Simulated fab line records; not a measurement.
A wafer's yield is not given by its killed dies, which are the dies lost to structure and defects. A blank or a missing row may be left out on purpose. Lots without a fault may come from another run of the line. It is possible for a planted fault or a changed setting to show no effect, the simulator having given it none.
A single fault, viewed from 2 desks ; flow berkeley cmos170 ; numbers are kept per desk, each desk with only its own; the story behind them comes last

THE TOOL OWNER'S DESK: plasma asher-02
The tool's own readings at UCB170_PSD_STRIP_09 (strips in O2): means of the sampled wafers that have a number, for each lot that ran on this tool. The brackets show how far a lot's mean lies from the usual mean; more than 4 standard deviations puts the lot out of limits, marked OUT.
Columns: A = drypump motor current A at UCB170_PSD_STRIP_09, usual 5.7 A; B = oes product au at UCB170_PSD_STRIP_09, usual 0.600 a.u.; C = strip time to endpoint s at UCB170_PSD_STRIP_09, usual 29.38 s
lot;first seen here;A;B;C
L278;day 7 14:23;5.7;0.601;29.34
L277;day 7 15:17;5.4;0.600;29.45
L282;day 8 18:22;5.5;0.602;29.47
L286;day 9 01:16;5.5;0.436 (-35) OUT;-
This desk's verdict: out of limits on L286, starting with L286 at day 9 01:16 (oes product au at UCB170_PSD_STRIP_09). L278, L277, L282 stayed within limits.

METROLOGY DESK
Lot by lot, what the gauges showed, no matter which tool ran the lot: averages of those sampled wafers that carry a number. The brackets show how far a lot's mean lies from the usual mean; more than 4 standard deviations puts the lot out of limits, marked OUT.
Columns: A = NSD_TW at UCB170_NSD_TW_MEAS_10, usual 4186
lot;first seen here;A
L274;day 7 00:07;4217
L278;day 7 16:39;4173
L277;day 7 18:39;4181
L281;day 7 22:14;4161
L280;day 7 22:47;4220
L282;day 8 20:22;4147
L285;day 9 02:44;4197
L286;day 9 03:17;30 (-99 or more) OUT
L290;day 9 22:02;4188
L292;day 10 09:38;4158
L294;day 10 13:31;4186
L293;day 10 13:47;4213
L297;day 11 02:28;4156
This desk finds L286 out of limits, with the earliest case on L286 at day 9 03:17 (NSD_TW at UCB170_NSD_TW_MEAS_10). L274, L278, L277, L281, L280, L282, L285, L290, L292, L294, L293, L297 stayed within limits.

TAKEN TOGETHER
The tool owner's desk could have raised an alarm at day 9 01:16, on L286.
The metrology desk could have raised an alarm at day 9 03:17, on L286.
Every lot named ran UCB170_PSD_STRIP_09 on plasma asher-02.

WHAT WAS PUT IN BY THE SIMULATOR
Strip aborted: plasma asher-02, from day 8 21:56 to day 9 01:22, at UCB170_PSD_STRIP_09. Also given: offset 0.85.
Lots struck among those shown: L286.
Fault start to first reading out of limits, in hours, per desk: tool owner, 3; metrology, 5.
